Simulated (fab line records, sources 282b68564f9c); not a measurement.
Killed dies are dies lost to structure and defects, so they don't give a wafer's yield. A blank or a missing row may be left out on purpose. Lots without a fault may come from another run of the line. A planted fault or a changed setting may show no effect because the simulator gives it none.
Which tool did it? | flow rit_cmos | 7 lots, 21 wafers sampled, at 2 steps of a route of 202

WHAT THE GAUGES READ, wafer by wafer
RIT_GATE_THK_MEAS_09.
lot  | measured    | on            | GATE_POLY_THK (nm)
L911 | day 3 02:24 | film_metro-01 | 249.4 247.1 245.9
L913 | day 3 18:57 | film_metro-02 | 246.5 247.7 248.7
L915 | day 3 20:10 | film_metro-01 | 246.7 246.7 247.1
L919 | day 4 18:22 | film_metro-02 | 252.4 251.5 251.8
L923 | day 5 13:30 | film_metro-03 | 246.3 247.7 247.9
L930 | day 6 23:59 | film_metro-03 | 359.2 356.7 359.8
L932 | day 7 09:03 | film_metro-01 | 243.9 245.5 244.1

WHICH TOOL RAN EACH LOT (tool, then ch and the chambers of the sampled wafers, then the start)
lot  | RIT_GATE_CVD_08
L911 | lpcvd-02 ch 1, day 3 00:47
L913 | lpcvd-01 ch 0, day 3 16:29
L915 | lpcvd-02 ch 1, day 3 18:32
L919 | lpcvd-01 ch 0, day 4 15:56
L923 | lpcvd-02 ch 1, day 5 11:52
L930 | lpcvd-01 ch 1, day 6 22:22
L932 | lpcvd-02 ch 1, day 7 07:26
- RIT_GATE_CVD_08: deposits poly-Si from SiH4, target thk 250 nm, time 2220 s.

THE ANSWER, worked out from the rows above alone
Rule: what is usual is taken from the lots themselves. Put in order of their means at a reading, lots are off if they are a third of the lots or fewer, leave a main group of 4 or more, and stand apart from it by a gap of 3 or more times the standard deviation of the main group's means; of several such gaps the widest counts. A main group whose means are all the same, to the digits that the tables above print for the reading, isn't used. A lot without any number at a reading at which 4 lots or more have one is off too. The other lots that the step has rows for count as sound.
Off: L930, at RIT_GATE_THK_MEAS_09 (GATE_POLY_THK). The main group: mean 247.6 nm, standard deviation 2.2.
A tool fits if, at a process step before that reading, it ran every lot that is off, and no sound lot after the first of them. The gauges at RIT_GATE_THK_MEAS_09 are tried like those tools. Can't be told from this: 2 tools fit, lpcvd-01 at RIT_GATE_CVD_08, film_metro-03 at RIT_GATE_THK_MEAS_09.

WHAT THE SIMULATOR HAD PUT IN
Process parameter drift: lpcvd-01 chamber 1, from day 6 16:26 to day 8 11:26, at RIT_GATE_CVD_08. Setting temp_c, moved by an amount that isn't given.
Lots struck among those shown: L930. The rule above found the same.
